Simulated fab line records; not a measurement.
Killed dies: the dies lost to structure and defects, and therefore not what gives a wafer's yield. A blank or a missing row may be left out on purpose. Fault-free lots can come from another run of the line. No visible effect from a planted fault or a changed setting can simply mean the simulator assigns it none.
A lot that was struck, set against a sound lot | flow rit-cmos | 10 out of 202 route steps
Sound: these wafers, L340.2, L340.4, L340.6. Struck: wafers L348.1, L348.2, L348.4. Last of all comes the cause.
At each step with rows: each side's tool, then ch and its chambers, then its first start. Under that, the readings that differ: sound wafers | struck wafers | difference of the means | sigmas: that difference in standard deviations of wafers without a fault.
alike: readings whose means differ by less than 2 such deviations, and words and numbers that are the same on both sides. not compared: withheld readings, readings that some wafer has no value for, bounds like >300 that may hide the same value, and numbers for which the record gives no deviation and whose values overlap.
The two part at a step that has a row with sigmas, a row that says differs or no value, or rows on one side only. Numbers that don't overlap but have no deviation are shown without sigmas and don't part them. A reading missing from all wafers of one side parts the sides only when that side holds two or more wafers.

RIT_ACTIVE_BOW_MEAS_00:
  sound: film-metro-01 at day 2 01:01; struck: film-metro-02 at day 3 17:00
  alike: INCOMING_BOW
then, 1 step without rows for these wafers: RIT_ACTIVE_OXIDATION_01 (target thk 46.8 nm, ox time 3360 s).
RIT_ACTIVE_THK_MEAS_02:
  sound: film-metro-01 at day 2 03:04; struck: film-metro-02 at day 3 19:03
  alike: ACTIVE_OXIDE_THK
then, 1 step without rows for these wafers: RIT_ACTIVE_CVD_03 (deposits Si3N4 from SiH2Cl2/NH3, target thk 150 nm, time 1500 s).
RIT_ACTIVE_THK_MEAS_04:
  sound: film-metro-01 at day 2 04:32; struck: film-metro-04 at day 3 20:32
  alike: ACTIVE_NITRIDE_THK
then, 3 steps without rows for these wafers: RIT_ACTIVE_HMDS_05 (prime time 60 s); RIT_ACTIVE_COAT_06 (resist thk 1000 nm); RIT_ACTIVE_SOFTBAKE_07 (time 60 s).
RIT_ACTIVE_EXPOSE_08: exposes mask M1, target cd 1400 nm.
  sound on iline-stepper-02 ch 0, day 2 05:11; struck on iline-stepper-02, day 3 21:02
  no value came back on the struck wafers for exposure-dose-mJ-cm2, focus-offset-nm (nm), na; on the sound wafers exposure-dose-mJ-cm2 reads 224.91 225.26 225.00
  alike: mask
following that, these wafers have no rows for 1 step: RIT_ACTIVE_PEB_09.

WHERE THEY PART
Only at RIT_ACTIVE_EXPOSE_08, within this record.

WHY: what had been put in by the simulator
Whole step skipped at RIT_ACTIVE_EXPOSE_08 on iline-stepper-02, starting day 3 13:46. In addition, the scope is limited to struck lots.
